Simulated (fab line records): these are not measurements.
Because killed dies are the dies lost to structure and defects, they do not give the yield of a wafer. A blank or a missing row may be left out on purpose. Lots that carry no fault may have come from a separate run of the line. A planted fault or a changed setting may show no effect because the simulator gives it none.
Split-lot trial | flow berkeleyCmos170 | route with 331 steps; 5 lots, 27 wafers read

== SPLIT DETAILS ==
At UCB170_M1_SPUTTER_00 (material Al, target thk 600 nm, time 80 s), the setting timeS was moved away from the recipe's 80 s on 6 of the 27 wafers read, by +17.2% to +22.4%. This setting was run at the recipe's value on the other wafers.

== FROM SPLIT TO READING: 1 step shown by the file between the two ==
- UCB170_M1_RS_MEAS_01: measures by four-point-probe

== THE READING ==
M1_AL_THK, in nm, at UCB170_M1_THK_MEAS_02 (measures by xrf). Typical for fault-free wafers on this fab line: 597 nm, with standard deviation 9.1 nm.

wafer  | tool, chamber at the split | timeS as run, s | against the recipe | M1_AL_THK, nm | against lot-mates on the recipe
L074.1 | pvdSputter-04, -           | 80              | recipe             | 600           | -
L074.5 | pvdSputter-04, -           | 80              | recipe             | 594           | -
L074.6 | pvdSputter-04, -           | 80              | recipe             | 595           | -
L079.1 | pvdSputter-03, -           | 80              | recipe             | 602           | -
L079.2 | pvdSputter-03, -           | 80              | recipe             | 609           | -
L079.3 | pvdSputter-03, -           | 80              | recipe             | 599           | -
L079.4 | pvdSputter-03, -           | 80              | recipe             | 601           | -
L079.5 | pvdSputter-03, -           | 80              | recipe             | 604           | -
L079.6 | pvdSputter-03, -           | 80              | recipe             | 597           | -
L081.1 | pvdSputter-04, -           | 93.73           | +17.2%             | 689           | +99
L081.2 | pvdSputter-04, -           | 93.73           | +17.2%             | 702           | +112
L081.3 | pvdSputter-04, -           | 80              | recipe             | 593           | -
L081.4 | pvdSputter-04, -           | 80              | recipe             | 591           | -
L081.5 | pvdSputter-04, -           | 93.73           | +17.2%             | 690           | +100
L081.6 | pvdSputter-04, -           | 80              | recipe             | 587           | -
L082.1 | pvdSputter-03, -           | 97.9            | +22.4%             | 726           | +124
L082.2 | pvdSputter-03, -           | 80              | recipe             | 601           | -
L082.3 | pvdSputter-03, -           | 97.9            | +22.4%             | 746           | +144
L082.4 | pvdSputter-03, -           | 80              | recipe             | 598           | -
L082.5 | pvdSputter-03, -           | 80              | recipe             | 606           | -
L082.6 | pvdSputter-03, -           | 97.9            | +22.4%             | 729           | +127
L085.1 | pvdSputter-03, -           | 80              | recipe             | 606           | -
L085.2 | pvdSputter-03, -           | 80              | recipe             | 598           | -
L085.3 | pvdSputter-03, -           | 80              | recipe             | 607           | -
L085.4 | pvdSputter-03, -           | 80              | recipe             | 607           | -
L085.5 | pvdSputter-03, -           | 80              | recipe             | 611           | -
L085.6 | pvdSputter-03, -           | 80              | recipe             | 607           | -

THE FIT
A straight line over all 27 wafers: M1_AL_THK changes by +5.76 nm for each +1% of timeS; r = +0.99; the points scatter about the line by 7.2 nm.
The same after taking each lot's own level away (the mean of its wafers on the recipe; 27 wafers): +5.94 nm for each +1%; r = +1.00; scatter 4.9 nm.
According to that fit, moving timeS by its largest amount changes the reading by 1.3e+02 nm.
The lots' own levels span 590.3 to 606.0 nm, that is 1.7 times the standard deviation above.
The two slopes agree, so the slope changes little with the lot-to-lot level.
Check: +135 nm against its lot-mates is what the line predicts for one of the wafers moved furthest among these (+22.4%) when that wafer is left out of the fit. Against them it came out at +124 nm.

== THE OTHER SPLITS THESE WAFERS WENT THROUGH ==
Other splits were also applied to these wafers ahead of the reading. Each is held against what the fit with the lots' levels taken away leaves over:
other split on the same wafers        | wafers away from the commonest value | r with M1_AL_THK (lot level and that fit taken away)
UCB170_NWELL_ETCH_13 targetDepthA     | 12                                   | -0.41
UCB170_WELLDRIVE_OXIDATION_01 oxTimeS | 18                                   | +0.07
UCB170_FIELD_OXIDATION_01 oxTimeS     | 18                                   | +0.00
UCB170_SPACER_CVD_00 timeS            | 12                                   | -0.13

== THE WHOLE CHAIN: every reading that the file lists as answering this split, in the file's order ==
step                  | what it does                              | reading                                                                    | change (the file's fit)               | r (the file's)
UCB170_M1_SPUTTER_00  | material Al, target thk 600 nm, time 80 s | Al_of_M1_SPUTTER_00.thkNm (the simulator's own value, which no gauge read) | +5.95 nm for each +1% of the setting  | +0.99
UCB170_M1_RS_MEAS_01  | measures by four-point-probe              | M1_AL_RS                                                                   | -0.000406 for each +1% of the setting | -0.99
UCB170_M1_THK_MEAS_02 | measures by xrf                           | M1_AL_THK                                                                  | +5.94 for each +1% of the setting     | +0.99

== THE FILE'S OWN FIT ==
M1_AL_THK changes by +5.94 nm for each +1% of timeS, r = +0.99.
